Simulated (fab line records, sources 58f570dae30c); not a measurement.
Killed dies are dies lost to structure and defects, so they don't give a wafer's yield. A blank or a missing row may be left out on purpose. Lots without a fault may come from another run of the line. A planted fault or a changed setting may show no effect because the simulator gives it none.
Problem report in the 8D (eight disciplines) form, filled by code | flow berkeley_cmos170 | the parts of the form that need people (team, actions taken, sign-off) are left out

1. THE PROBLEM
strip_time_to_endpoint_s at UCB170_NWELL_STRIP_15 reads a mean of 17.60 s on 1 wafer of 1 lot; wafers without a fault read 18.02 s with a standard deviation of 0.065. That is -6.5 standard deviations from the usual mean.
The step: strips in O2.
First seen on wafer L746.6, day 5 22:11, on plasma_asher-02. The record holds 39 wafers of 13 lots with a number at this step. Rule for "out", or "out of limits": more than 4 standard deviations from the usual mean. The other wafers with a number count as sound.

2. WHAT IT IS AND WHAT IT IS NOT
question                    | is                       | is not
which readings at this step | strip_time_to_endpoint_s | drypump_motor_current_A, oes_product_au
which lots                  | L746                     | L731, L732, L733, L734, L736, L737, L738, L740, L743, L748, L749, L753
which wafers of those lots  | L746.6                   | L746.1, L746.4
read on which tools         | plasma_asher-02          | plasma_asher-01, plasma_asher-03
when                        | from day 5 22:11         | up to then (29 sound wafers); but 9 sound wafers of L748, L749, L753 came after

3. SUSPECTS, AND WHAT RULES EACH OUT
Counting: a tool at a process step up to the reading stays a suspect if it ran every lot that is out. Sound lots after the first of them don't rule it out here, since some wafers of a struck lot are sound.
- rie_diel-03 at UCB170_NWELL_ETCH_13 (etches Si3N4 in CH3F/Ar/O2, stops on SiO2, target depth 246.4 nm, time 154 s): kept. It ran the lot that is out, L746 (day 5 21:56); its last sound lot up to then is L740 (day 4 05:28).
- plasma_asher-02 at UCB170_NWELL_STRIP_15 (strips in O2): kept. It ran the lot that is out, L746 (day 5 22:11); its last sound lot up to then is L737 (day 3 21:05). Its own readings are out on those wafers: strip_time_to_endpoint_s.
- Within rie_diel-03 at UCB170_NWELL_ETCH_13: the wafers that are out ran in chamber 3; their sound lot-mates ran in chambers 0, 1.
Left after counting: rie_diel-03 at UCB170_NWELL_ETCH_13, plasma_asher-02 at UCB170_NWELL_STRIP_15.

4. THE CAUSE (what the simulator had put in)
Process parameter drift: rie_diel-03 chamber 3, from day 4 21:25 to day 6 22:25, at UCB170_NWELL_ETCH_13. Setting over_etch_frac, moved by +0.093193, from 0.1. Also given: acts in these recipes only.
Counting left 2 suspects, and this tool is among them.

5. THE CHAIN OF EFFECTS, in route order
Each row: a reading whose mean over the struck wafers that have a number lies more than 3 standard deviations from the usual. Only readings for which the record gives a usual standard deviation are gone through. hours: the time from each lot's start at the first step in this table that gives one to its start at this step, as a median over the lots. sigmas: the change in usual standard deviations.
hours | step                  | reading                  | usual   | on struck wafers | change | sigmas
0     | UCB170_NWELL_STRIP_15 | strip_time_to_endpoint_s | 18.02 s | 17.60            | -0.42  | -6.5
The process steps in it:
- UCB170_NWELL_STRIP_15: strips in O2.

6. WHAT WOULD HAVE CAUGHT IT SOONER
In this record the first reading out of limits was taken at day 5 22:11, 25 hours after the fault began at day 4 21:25.
Of the tool readings at UCB170_NWELL_ETCH_13 for which the record gives a usual standard deviation, none was out on any struck wafer, so an alarm limit of 4 standard deviations on them would not have fired.
All the lots that are out (1) had begun UCB170_NWELL_ETCH_13 on rie_diel-03 by day 5 22:11. A hold on the tool at that time would have spared none of them.
